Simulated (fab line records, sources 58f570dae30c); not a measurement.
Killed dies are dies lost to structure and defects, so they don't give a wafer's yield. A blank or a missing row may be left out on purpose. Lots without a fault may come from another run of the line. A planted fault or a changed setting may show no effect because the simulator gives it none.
Which tool did it? | flow berkeley_cmos170 | 14 lots, 41 wafers sampled, at 6 steps of a route of 331

WHAT THE GAUGES READ, wafer by wafer
UCB170_START_BOW_MEAS_00.
lot  | measured    | on            | INCOMING_BOW (um)
L704 | day 1 10:01 | film_metro-01 | 0 1 12
L705 | day 1 15:00 | film_metro-03 | 1 -9 -1
L706 | day 1 20:00 | film_metro-01 | -4 -2 -3
L707 | day 2 01:02 | film_metro-01 | 2 2 4
L711 | day 2 21:02 | film_metro-02 | 1 -13 -4
L712 | day 3 02:02 | film_metro-03 | -7 5
L714 | day 3 12:00 | film_metro-03 | -5 7 -8
L717 | day 4 03:02 | film_metro-03 | -7 -5 -4
L719 | day 4 13:02 | film_metro-02 | 0 -8 2
L720 | day 4 18:04 | film_metro-02 | -8 9 -2
L722 | day 5 04:02 | film_metro-01 | 13 -4 -2
L724 | day 5 14:00 | film_metro-02 | -13 3 -4
L725 | day 5 19:00 | film_metro-02 | 6 -7 0
L726 | day 6 00:01 | film_metro-01 | 11 -8 -5

UCB170_V1_BOW_MEAS_03.
lot  | measured     | on            | V1_BOW (um)
L704 | day 7 01:40  | film_metro-02 | 21 21 30
L705 | day 7 13:07  | film_metro-03 | 20 12 19
L706 | day 7 12:49  | film_metro-03 | 13 17 15
L707 | day 7 22:48  | film_metro-03 | 22 21 24
L711 | day 8 13:00  | film_metro-02 | 21 6 15
L712 | day 8 17:04  | film_metro-02 | 13 24
L714 | day 8 20:21  | film_metro-04 | 12 24 10
L717 | day 10 02:32 | film_metro-03 | 9 11 12
L719 | day 10 02:14 | film_metro-03 | 20 12 20
L720 | day 10 19:16 | film_metro-03 | 9 25 14
L722 | day 11 00:39 | film_metro-03 | 31 14 16
L724 | day 11 13:26 | film_metro-02 | 8 22 16
L725 | day 11 13:08 | film_metro-02 | 24 11 18
L726 | day 11 13:10 | film_metro-04 | 29 8 14

UCB170_M3_CD_MEAS_90: target cd 700 nm.
lot  | measured     | on        | cd_nm (nm)
L704 | day 7 13:50  | cd_sem-01 | 703 700 701
L705 | day 8 00:09  | cd_sem-01 | 700 697 697
L706 | day 7 23:08  | cd_sem-01 | 706 710 709
L707 | day 8 10:41  | cd_sem-02 | 701 700 701
L711 | day 8 22:45  | cd_sem-01 | 694 697 695
L712 | day 9 04:13  | cd_sem-02 | 699 680
L714 | day 9 07:18  | cd_sem-02 | 699 703 697
L717 | day 10 17:05 | cd_sem-01 | 678 680 679
L719 | day 10 13:20 | cd_sem-01 | 703 704 697
L720 | day 11 11:10 | cd_sem-01 | 692 692 698
L722 | day 11 11:23 | cd_sem-01 | 705 708 706
L724 | day 12 00:17 | cd_sem-01 | 690 703 689
L725 | day 11 23:40 | cd_sem-01 | 706 703 710
L726 | day 11 23:43 | cd_sem-02 | 704 702 693

WHICH TOOL RAN EACH LOT (tool, then ch and the chambers of the sampled wafers, then the start)
lot  | UCB170_BACKSIDE_STRIP_03             | UCB170_M3_METAL_ETCH_18           | UCB170_M3_STRIP_19
L704 | plasma_asher-01 ch 1, day 6 10:51    | rie_metal-01 ch 1, day 7 13:24    | plasma_asher-02 ch 0,1, day 7 13:43
L705 | plasma_asher-01 ch 0,1, day 7 01:22  | rie_metal-04 ch 0,1, day 7 23:52  | plasma_asher-02 ch 0,1, day 8 00:03
L706 | plasma_asher-04 ch 0,1, day 7 01:45  | rie_metal-03 ch 1, day 7 22:50    | plasma_asher-03 ch 0,1, day 7 23:02
L707 | plasma_asher-03 ch 0,1, day 7 10:06  | rie_metal-01 ch 1, day 8 10:18    | plasma_asher-02 ch 0,1, day 8 10:35
L711 | plasma_asher-04 ch 0,1, day 8 00:24  | rie_metal-04 ch 0,1, day 8 22:29  | plasma_asher-03 ch 0,1, day 8 22:38
L712 | plasma_asher-03 ch 0,1, day 8 03:43  | rie_metal-04 ch 0,1, day 9 03:57  | plasma_asher-02 ch 0,1, day 9 04:07
L714 | plasma_asher-01 ch 0,1, day 8 05:58  | rie_metal-03 ch 0,1, day 9 07:01  | plasma_asher-03 ch 0,1, day 9 07:12
L717 | plasma_asher-01 ch 0,1, day 9 13:17  | rie_metal-04 ch 0, day 10 16:41   | plasma_asher-02 ch 0,1, day 10 16:58
L719 | plasma_asher-04 ch 0,1, day 9 13:20  | rie_metal-03 ch 0,1, day 10 13:05 | plasma_asher-02 ch 0,1, day 10 13:14
L720 | plasma_asher-03 ch 0,1, day 10 03:49 | rie_metal-03 ch 0,1, day 11 10:53 | plasma_asher-02 ch 0,1, day 11 11:03
L722 | plasma_asher-04 ch 0,1, day 10 09:35 | rie_metal-01 ch 0,1, day 11 11:01 | plasma_asher-03 ch 0,1, day 11 11:10
L724 | plasma_asher-04 ch 0,1, day 10 19:37 | rie_metal-03 ch 0,1, day 12 00:00 | plasma_asher-01 ch 0,1, day 12 00:11
L725 | plasma_asher-01 ch 0,1, day 10 19:26 | rie_metal-01 ch 0,1, day 11 23:22 | plasma_asher-02 ch 0,1, day 11 23:34
L726 | plasma_asher-03 ch 0,1, day 10 19:49 | rie_metal-03 ch 0,1, day 11 23:24 | plasma_asher-03 ch 0,1, day 11 23:35
- UCB170_BACKSIDE_STRIP_03: strips in O2.
- UCB170_M3_METAL_ETCH_18: etches Al in Cl2/BCl3, stops on SiO2, target depth 1170 nm, time 195 s.
- UCB170_M3_STRIP_19: strips in O2.

WHAT THE TOOLS THEMSELVES READ (means of the sampled wafers that have a number; where no wafer has one, the mark that the record gives instead)
UCB170_BACKSIDE_STRIP_03.
lot  | tool            | drypump_motor_current_A (A) | oes_product_au (a.u.) | strip_time_to_endpoint_s (s)
L704 | plasma_asher-01 | 5.2                         | 0.731                 | 22.06
L705 | plasma_asher-01 | 5.2                         | 0.741                 | 21.91
L706 | plasma_asher-04 | 6.0                         | 0.738                 | 21.91
L707 | plasma_asher-03 | 5.9                         | 0.735                 | 21.98
L711 | plasma_asher-04 | 6.0                         | 0.738                 | 22.03
L712 | plasma_asher-03 | 5.7                         | 0.726                 | 22.05
L714 | plasma_asher-01 | 5.3                         | 0.731                 | 21.94
L717 | plasma_asher-01 | 5.2                         | 0.737                 | 22.00
L719 | plasma_asher-04 | 5.9                         | 0.731                 | 22.03
L720 | plasma_asher-03 | 5.5                         | 0.738                 | 21.95
L722 | plasma_asher-04 | 5.9                         | 0.735                 | 21.97
L724 | plasma_asher-04 | 5.9                         | 0.733                 | 21.94
L725 | plasma_asher-01 | 5.2                         | 0.736                 | 21.94
L726 | plasma_asher-03 | 5.5                         | 0.734                 | 21.92

UCB170_M3_METAL_ETCH_18.
lot  | tool         | drypump_motor_current_A (A) | oes_product_au (a.u.) | rf_fwd_power_W (W) | throttle_valve_pct (%)
L704 | rie_metal-01 | 4.9                         | 0.857                 | 598.7              | 24.51
L705 | rie_metal-04 | 6.0                         | 0.825                 | 597.7              | 24.44
L706 | rie_metal-03 | 5.3                         | 0.874                 | 596.7              | 24.50
L707 | rie_metal-01 | 4.9                         | 0.849                 | 598.2              | 24.50
L711 | rie_metal-04 | 6.0                         | 0.835                 | 598.6              | 24.44
L712 | rie_metal-04 | 6.1                         | 0.851                 | 717.7              | 24.46
L714 | rie_metal-03 | 5.4                         | 0.866                 | 597.1              | 24.17
L717 | rie_metal-04 | 5.8                         | 0.826                 | 839.5              | 24.37
L719 | rie_metal-03 | 5.4                         | 0.868                 | 598.4              | 24.16
L720 | rie_metal-03 | 5.5                         | 0.864                 | 599.5              | 24.17
L722 | rie_metal-01 | 5.2                         | 0.859                 | 599.2              | 24.55
L724 | rie_metal-03 | 5.4                         | 0.874                 | 600.1              | 24.17
L725 | rie_metal-01 | 5.5                         | 0.860                 | 598.6              | 24.59
L726 | rie_metal-03 | 5.4                         | 0.884                 | 597.7              | 24.33

UCB170_M3_STRIP_19.
lot  | tool            | drypump_motor_current_A (A) | oes_product_au (a.u.)
L704 | plasma_asher-02 | 5.5                         | 0.561
L705 | plasma_asher-02 | 5.6                         | 0.519
L706 | plasma_asher-03 | 5.5                         | 0.524
L707 | plasma_asher-02 | 5.6                         | 0.552
L711 | plasma_asher-03 | 5.9                         | 0.517
L712 | plasma_asher-02 | 5.6                         | 0.413
L714 | plasma_asher-03 | 5.9                         | 0.534
L717 | plasma_asher-02 | 5.6                         | 0.312
L719 | plasma_asher-02 | 5.6                         | 0.538
L720 | plasma_asher-02 | 5.6                         | 0.528
L722 | plasma_asher-03 | 5.4                         | 0.559
L724 | plasma_asher-01 | 5.3                         | 0.550
L725 | plasma_asher-02 | 5.5                         | 0.563
L726 | plasma_asher-03 | 5.9                         | 0.536

THE ANSWER, worked out from the rows above alone
Rule: what is usual is taken from the lots themselves. Put in order of their means at a reading, lots are off if they are a third of the lots or fewer, leave a main group of 4 or more, and stand apart from it by a gap of 3 or more times the standard deviation of the main group's means; of several such gaps the widest counts. A main group whose means are all the same, to the digits that the tables above print for the reading, isn't used. A lot without any number at a reading at which 4 lots or more have one is off too. The other lots that the step has rows for count as sound. The gauges are gone through in route order, then the tools' own readings, and for those a lot's mean is taken as printed above. The first step at which some lot is off is used, and at that step the reading that is off furthest; a lot without a number counts as furthest.
Off: L712, L717, at UCB170_M3_METAL_ETCH_18 (rf_fwd_power_W). The main group: mean 598.4 W, standard deviation 0.94.
A tool fits if, at that step or a process step before it, it ran every lot that is off, and no sound lot after the first of them. One fits: rie_metal-04 at UCB170_M3_METAL_ETCH_18. Its last sound lot is L711 (day 8 22:29), its first lot that is off L712 (day 9 03:57): a fault that began between those two fits.
The tool's own readings at UCB170_M3_METAL_ETCH_18 bear it out: on the lots that are off they differ by more than 5 times the standard deviation of the sound lots' means. rf_fwd_power_W reads 778.6 W there against 598.4 W on the sound lots.

WHAT THE SIMULATOR HAD PUT IN
Process parameter drift: rie_metal-04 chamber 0, from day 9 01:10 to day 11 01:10, at UCB170_M3_METAL_ETCH_18. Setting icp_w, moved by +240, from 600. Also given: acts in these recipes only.
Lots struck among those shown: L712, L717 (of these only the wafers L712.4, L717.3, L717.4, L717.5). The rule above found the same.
